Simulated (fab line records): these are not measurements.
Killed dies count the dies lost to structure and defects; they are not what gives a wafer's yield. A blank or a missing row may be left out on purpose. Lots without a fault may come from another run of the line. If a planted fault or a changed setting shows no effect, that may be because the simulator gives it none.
Which of the tools did it?    flow ritCmos    7 lots, 21 wafers sampled, at 3 steps of a route of 202

WHAT THE GAUGES SHOWED, per wafer
RIT_NSD_TW_MEAS_10.
lot   measured     on            NSD_TW
L105  day 3 07:42  filmMetro-04  3181 3173 3171
L107  day 3 18:10  filmMetro-01  3116 3108 3089
L109  day 4 02:44  filmMetro-01  3104 3094 3099
L114  day 5 05:40  filmMetro-04  3150 3138 3142
L117  day 5 17:48  filmMetro-04  3400 3399 3376
L125  day 7 09:07  filmMetro-01  3093 3085 3074
L127  day 7 18:58  filmMetro-02  3144 3147 3125

TOOL THAT RAN EACH LOT (tool first, then ch and the chambers of the sampled wafers, then the start)
lot   RIT_PWELL_STRIP_09                  RIT_NSD_IMPLANT_08
L105  plasmaAsher-03 ch 0,1, day 2 05:59  implanter-04 ch 0, day 3 07:23
L107  plasmaAsher-03 ch 0,1, day 2 16:37  implanter-03 ch 0, day 3 17:51
L109  plasmaAsher-02 ch 0,1, day 3 00:36  implanter-04 ch 0, day 4 02:25
L114  plasmaAsher-01 ch 0,1, day 4 03:00  implanter-04 ch 0, day 5 05:20
L117  plasmaAsher-01 ch 0,1, day 4 17:31  implanter-01 ch 0, day 5 17:23
L125  plasmaAsher-03 ch 0,1, day 6 08:08  implanter-04 ch 0, day 7 08:47
L127  plasmaAsher-03 ch 0,1, day 6 17:23  implanter-04 ch 0, day 7 18:38
- RIT_PWELL_STRIP_09: strips in O2, time 180 s.
- RIT_NSD_IMPLANT_08

THE ANSWER, worked out from the rows above alone
Rule: the usual values come from the lots themselves. The widest of any qualifying gaps counts: lots, ordered by their means at a reading, are off when they make up no more than a third of the lots, leave a main group of 4 or more, and stand apart from it by 3 or more times the standard deviation of that group's means. A main group whose means are all the same, to the digits that the tables above print for the reading, isn't used. Also off: a lot with no number at a reading for which 4 or more lots have one. All remaining lots with rows at the step are treated as sound.
Off: L117, seen at RIT_NSD_TW_MEAS_10 (NSD_TW). Mean 3124 and standard deviation 31 in the main group.
A tool fits if, at a process step before that reading, it ran every lot that is off, and no sound lot after the first of them. Those tools and the gauges at RIT_NSD_TW_MEAS_10 are tried in the same way. Can't be told from this: 3 tools fit, plasmaAsher-01 at RIT_PWELL_STRIP_09, implanter-01 at RIT_NSD_IMPLANT_08, filmMetro-04 at RIT_NSD_TW_MEAS_10.

WHAT HAD BEEN PUT IN BY THE SIMULATOR
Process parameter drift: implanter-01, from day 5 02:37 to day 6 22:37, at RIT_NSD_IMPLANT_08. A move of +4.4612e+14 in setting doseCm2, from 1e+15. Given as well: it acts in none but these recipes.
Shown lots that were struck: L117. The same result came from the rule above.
